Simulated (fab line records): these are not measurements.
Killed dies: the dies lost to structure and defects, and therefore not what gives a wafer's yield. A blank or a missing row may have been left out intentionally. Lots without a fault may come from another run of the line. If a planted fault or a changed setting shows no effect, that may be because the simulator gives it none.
Which of the tools did it? / flow berkeleyCmos170 / 15 lots with 45 wafers sampled at 4 steps, on a route of 331 steps

WHAT THE GAUGES READ, wafer by wafer
UCB170_V1_THK_MEAS_04. Usual: V1_POLISHED_THK gives 1000.2 nm (standard deviation 1.2).
lot=L264; measured=day 8 18:42; on=filmMetro-03; V1_POLISHED_THK (nm)=1000.0 999.2 999.4; flag=
lot=L263; measured=day 8 20:35; on=filmMetro-03; V1_POLISHED_THK (nm)=999.2 997.2 997.8; flag=
lot=L266; measured=day 8 23:14; on=filmMetro-04; V1_POLISHED_THK (nm)=999.8 999.5 999.1; flag=
lot=L267; measured=day 9 00:35; on=filmMetro-02; V1_POLISHED_THK (nm)=999.2 999.5 1000.1; flag=
lot=L265; measured=day 9 03:05; on=filmMetro-03; V1_POLISHED_THK (nm)=997.9 999.1 998.7; flag=
lot=L269; measured=day 9 12:06; on=filmMetro-02; V1_POLISHED_THK (nm)=999.5 1000.8 1000.4; flag=
lot=L270; measured=day 9 14:46; on=filmMetro-02; V1_POLISHED_THK (nm)=1000.0 1000.5 999.7; flag=
lot=L271; measured=day 10 09:34; on=filmMetro-02; V1_POLISHED_THK (nm)=1000.2 999.7 1000.5; flag=
lot=L277; measured=day 10 18:10; on=filmMetro-03; V1_POLISHED_THK (nm)=1000.7 999.5 1001.0; flag=
lot=L273; measured=day 11 01:30; on=filmMetro-02; V1_POLISHED_THK (nm)=1000.1 999.9 998.9; flag=
lot=L276; measured=day 11 01:29; on=filmMetro-03; V1_POLISHED_THK (nm)=999.2 1003.0 998.9; flag=
lot=L281; measured=day 11 19:36; on=filmMetro-04; V1_POLISHED_THK (nm)=1000.6 999.5 1000.5; flag=
lot=L280; measured=day 12 02:42; on=filmMetro-02; V1_POLISHED_THK (nm)=999.9 1001.8 1001.1; flag=
lot=L279; measured=day 12 04:02; on=filmMetro-02; V1_POLISHED_THK (nm)=998.9 1000.6 999.5; flag=
lot=L284; measured=day 12 10:58; on=filmMetro-04; V1_POLISHED_THK (nm)=999.3 1001.1 1001.3; flag=

UCB170_V1_OVL_MEAS_13. Usual: V1_OVL gives -4 nm (standard deviation 5.5).
lot=L264; measured=day 8 21:51; on=overlay-01; V1_OVL (nm)=-4 5 -2; flag=
lot=L263; measured=day 8 23:14; on=overlay-02; V1_OVL (nm)=8 2 -3; flag=
lot=L266; measured=day 9 02:19; on=overlay-01; V1_OVL (nm)=4 3 6; flag=
lot=L267; measured=day 9 03:08; on=overlay-02; V1_OVL (nm)=-1 -4 -7; flag=
lot=L265; measured=day 9 05:47; on=overlay-01; V1_OVL (nm)=0 2 2; flag=
lot=L269; measured=day 9 13:34; on=overlay-01; V1_OVL (nm)=-11 -15 -9; flag=
lot=L270; measured=day 9 17:34; on=overlay-02; V1_OVL (nm)=-2 -15 -5; flag=
lot=L271; measured=day 10 11:14; on=overlay-02; V1_OVL (nm)=1 -8 2; flag=
lot=L277; measured=day 10 19:55; on=overlay-02; V1_OVL (nm)=0 1 -4; flag=
lot=L273; measured=day 11 04:14; on=overlay-01; V1_OVL (nm)=-2 1 6; flag=
lot=L276; measured=day 11 04:47; on=overlay-02; V1_OVL (nm)=-4 -6 -5; flag=
lot=L281; measured=day 11 21:16; on=overlay-02; V1_OVL (nm)=4 0 -4; flag=
lot=L280; measured=day 12 04:21; on=overlay-01; V1_OVL (nm)=-10 -3 -1; flag=
lot=L279; measured=day 12 05:49; on=overlay-01; V1_OVL (nm)=-5 -7 -7; flag=
lot=L284; measured=day 12 13:14; on=overlay-01; V1_OVL (nm)=-7 -5 -1; flag=

EACH LOT AND THE TOOL THAT RAN IT (in order: tool; ch and the chambers of the sampled wafers; start)
lot=L264; UCB170_M1_ANNEAL_14=furnace-03 ch 0, day 8 16:43; UCB170_V1_CVD_00=pecvd-04 ch 0,1,2, day 8 18:04
lot=L263; UCB170_M1_ANNEAL_14=furnace-03 ch 0, day 8 18:37; UCB170_V1_CVD_00=pecvd-02 ch 0,2, day 8 19:56
lot=L266; UCB170_M1_ANNEAL_14=furnace-03 ch 0, day 8 21:17; UCB170_V1_CVD_00=pecvd-02 ch 0,1,2, day 8 22:37
lot=L267; UCB170_M1_ANNEAL_14=furnace-03 ch 0, day 8 22:37; UCB170_V1_CVD_00=pecvd-04 ch 0,2, day 8 23:56
lot=L265; UCB170_M1_ANNEAL_14=furnace-03 ch 0, day 9 00:47; UCB170_V1_CVD_00=pecvd-01 ch 1, day 9 02:16
lot=L269; UCB170_M1_ANNEAL_14=furnace-03 ch 0, day 9 10:08; UCB170_V1_CVD_00=pecvd-02 ch 0,1,2, day 9 11:28
lot=L270; UCB170_M1_ANNEAL_14=furnace-03 ch 0, day 9 12:47; UCB170_V1_CVD_00=pecvd-02 ch 0,1,2, day 9 14:08
lot=L271; UCB170_M1_ANNEAL_14=furnace-03 ch 0, day 10 07:35; UCB170_V1_CVD_00=pecvd-04 ch 0,2, day 10 08:55
lot=L277; UCB170_M1_ANNEAL_14=furnace-03 ch 0, day 10 16:10; UCB170_V1_CVD_00=pecvd-04 ch 0,1,2, day 10 17:34
lot=L273; UCB170_M1_ANNEAL_14=furnace-03 ch 0, day 10 23:31; UCB170_V1_CVD_00=pecvd-02 ch 0,1,2, day 11 00:52
lot=L276; UCB170_M1_ANNEAL_14=furnace-03 ch 0, day 10 23:31; UCB170_V1_CVD_00=pecvd-04 ch 0,1, day 11 00:52
lot=L281; UCB170_M1_ANNEAL_14=furnace-03 ch 0, day 11 17:38; UCB170_V1_CVD_00=pecvd-01 ch 0,1,2, day 11 18:58
lot=L280; UCB170_M1_ANNEAL_14=furnace-03 ch 0, day 12 00:44; UCB170_V1_CVD_00=pecvd-01 ch 0,1, day 12 02:04
lot=L279; UCB170_M1_ANNEAL_14=furnace-03 ch 0, day 12 02:04; UCB170_V1_CVD_00=pecvd-02 ch 0,1,2, day 12 03:24
lot=L284; UCB170_M1_ANNEAL_14=furnace-03 ch 0, day 12 09:00; UCB170_V1_CVD_00=pecvd-02 ch 0,1,2, day 12 10:20
- UCB170_M1_ANNEAL_14: time 1200 s.
- UCB170_V1_CVD_00: deposits SiO2 from TEOS/O2, target thk 2000 nm, time 250 s.

WHAT THE TOOLS THEMSELVES READ (means of the sampled wafers that have a number; where no wafer has one, the mark that the record gives instead)
UCB170_M1_ANNEAL_14. Usual: spikeTcCentreC 402.1 C, standard deviation 1; spikeTcLoadC 425.1 C, standard deviation 0.98; spikeTcSourceC 415.3 C, standard deviation 1; zonePowerCentrePct 17.71 %, standard deviation 0.19; zonePowerLoadPct 4.56 %, standard deviation 0.043; zonePowerSourcePct 5.51 %, standard deviation 0.057.
lot=L264; tool=furnace-03; spikeTcCentreC (C)=402.0; spikeTcLoadC (C)=425.6; spikeTcSourceC (C)=414.9; zonePowerCentrePct (%)=17.66; zonePowerLoadPct (%)=4.55; zonePowerSourcePct (%)=5.56; flag=
lot=L263; tool=furnace-03; spikeTcCentreC (C)=401.1; spikeTcLoadC (C)=425.2; spikeTcSourceC (C)=415.0; zonePowerCentrePct (%)=17.73; zonePowerLoadPct (%)=4.55; zonePowerSourcePct (%)=5.48; flag=
lot=L266; tool=furnace-03; spikeTcCentreC (C)=402.9; spikeTcLoadC (C)=424.8; spikeTcSourceC (C)=415.5; zonePowerCentrePct (%)=17.70; zonePowerLoadPct (%)=4.52; zonePowerSourcePct (%)=5.52; flag=
lot=L267; tool=furnace-03; spikeTcCentreC (C)=401.5; spikeTcLoadC (C)=425.0; spikeTcSourceC (C)=414.9; zonePowerCentrePct (%)=17.66; zonePowerLoadPct (%)=4.57; zonePowerSourcePct (%)=5.51; flag=
lot=L265; tool=furnace-03; spikeTcCentreC (C)=402.7; spikeTcLoadC (C)=425.0; spikeTcSourceC (C)=415.4; zonePowerCentrePct (%)=17.78; zonePowerLoadPct (%)=4.56; zonePowerSourcePct (%)=5.50; flag=
lot=L269; tool=furnace-03; spikeTcCentreC (C)=401.7; spikeTcLoadC (C)=425.3; spikeTcSourceC (C)=416.5; zonePowerCentrePct (%)=17.84; zonePowerLoadPct (%)=4.57; zonePowerSourcePct (%)=5.50; flag=
lot=L270; tool=furnace-03; spikeTcCentreC (C)=401.8; spikeTcLoadC (C)=424.7; spikeTcSourceC (C)=415.9; zonePowerCentrePct (%)=17.61; zonePowerLoadPct (%)=4.60; zonePowerSourcePct (%)=5.48; flag=
lot=L271; tool=furnace-03; spikeTcCentreC (C)=402.5; spikeTcLoadC (C)=425.3; spikeTcSourceC (C)=415.6; zonePowerCentrePct (%)=17.65; zonePowerLoadPct (%)=4.56; zonePowerSourcePct (%)=5.52; flag=
lot=L277; tool=furnace-03; spikeTcCentreC (C)=401.3; spikeTcLoadC (C)=424.4; spikeTcSourceC (C)=414.8; zonePowerCentrePct (%)=17.72; zonePowerLoadPct (%)=4.53; zonePowerSourcePct (%)=5.50; flag=
lot=L273; tool=furnace-03; spikeTcCentreC (C)=402.2; spikeTcLoadC (C)=424.3; spikeTcSourceC (C)=414.6; zonePowerCentrePct (%)=17.87; zonePowerLoadPct (%)=4.60; zonePowerSourcePct (%)=5.42; flag=
lot=L276; tool=furnace-03; spikeTcCentreC (C)=402.8; spikeTcLoadC (C)=424.1; spikeTcSourceC (C)=415.2; zonePowerCentrePct (%)=17.66; zonePowerLoadPct (%)=4.52; zonePowerSourcePct (%)=5.51; flag=
lot=L281; tool=furnace-03; spikeTcCentreC (C)=402.5; spikeTcLoadC (C)=426.4; spikeTcSourceC (C)=414.4; zonePowerCentrePct (%)=17.79; zonePowerLoadPct (%)=4.53; zonePowerSourcePct (%)=5.48; flag=
lot=L280; tool=furnace-03; spikeTcCentreC (C)=361.9; spikeTcLoadC (C)=385.0; spikeTcSourceC (C)=374.1; zonePowerCentrePct (%)=15.91; zonePowerLoadPct (%)=3.98; zonePowerSourcePct (%)=4.77; flag=OFF
lot=L279; tool=furnace-03; spikeTcCentreC (C)=362.0; spikeTcLoadC (C)=384.2; spikeTcSourceC (C)=374.1; zonePowerCentrePct (%)=15.78; zonePowerLoadPct (%)=3.94; zonePowerSourcePct (%)=4.81; flag=OFF
lot=L284; tool=furnace-03; spikeTcCentreC (C)=361.8; spikeTcLoadC (C)=385.2; spikeTcSourceC (C)=375.0; zonePowerCentrePct (%)=15.85; zonePowerLoadPct (%)=3.97; zonePowerSourcePct (%)=4.73; flag=OFF

UCB170_V1_CVD_00. Usual: 288 W for heaterPowerW, sd 59.
lot=L264; tool=pecvd-04; heaterPowerW (W)=320; flag=
lot=L263; tool=pecvd-02; heaterPowerW (W)=319; flag=
lot=L266; tool=pecvd-02; heaterPowerW (W)=315; flag=
lot=L267; tool=pecvd-04; heaterPowerW (W)=288; flag=
lot=L265; tool=pecvd-01; heaterPowerW (W)=242; flag=
lot=L269; tool=pecvd-02; heaterPowerW (W)=290; flag=
lot=L270; tool=pecvd-02; heaterPowerW (W)=318; flag=
lot=L271; tool=pecvd-04; heaterPowerW (W)=291; flag=
lot=L277; tool=pecvd-04; heaterPowerW (W)=288; flag=
lot=L273; tool=pecvd-02; heaterPowerW (W)=295; flag=
lot=L276; tool=pecvd-04; heaterPowerW (W)=303; flag=
lot=L281; tool=pecvd-01; heaterPowerW (W)=202; flag=
lot=L280; tool=pecvd-01; heaterPowerW (W)=256; flag=
lot=L279; tool=pecvd-02; heaterPowerW (W)=298; flag=
lot=L284; tool=pecvd-02; heaterPowerW (W)=255; flag=

THE ANSWER, worked out from the rows above alone
Rule: a lot counts as off when the mean over its wafers that have a number is more than 3 standard deviations away from the usual mean. Also off: a lot with no number at a reading for which 4 or more lots have one. All remaining lots with rows at the step are treated as sound. First the gauges in route order, then the tools' own readings, where a lot's mean is used as printed above. At the first step where some lot is off, the reading lying furthest off is the one used; lots without a number count as furthest.
Off at UCB170_M1_ANNEAL_14 (spikeTcLoadC): L280, L279, L284.
If a tool, at that step or one of the process steps before it, ran each lot that is off and ran no sound lot following the first of them, it fits. One fits: furnace-03 at UCB170_M1_ANNEAL_14. Its last sound lot is L281 (day 11 17:38), its first lot that is off L280 (day 12 00:44): a fault that began between those two fits.
The tool's own readings at UCB170_M1_ANNEAL_14 bear it out: on the lots that are off they differ by more than 5 times the standard deviation of the sound lots' means. spikeTcCentreC reads 361.9 C there against 402.1 C on the sound lots; spikeTcLoadC reads 384.8 C there against 425.0 C on the sound lots; spikeTcSourceC reads 374.4 C there against 415.2 C on the sound lots; zonePowerCentrePct reads 15.85 % there against 17.72 % on the sound lots; zonePowerLoadPct reads 3.96 % there against 4.55 % on the sound lots; zonePowerSourcePct reads 4.77 % there against 5.50 % on the sound lots.

WHAT WAS PUT IN BY THE SIMULATOR
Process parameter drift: furnace-03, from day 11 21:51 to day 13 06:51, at UCB170_M1_ANNEAL_14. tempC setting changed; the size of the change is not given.
Lots struck among those shown: L280, L279, L284. The rule given above showed the same thing.
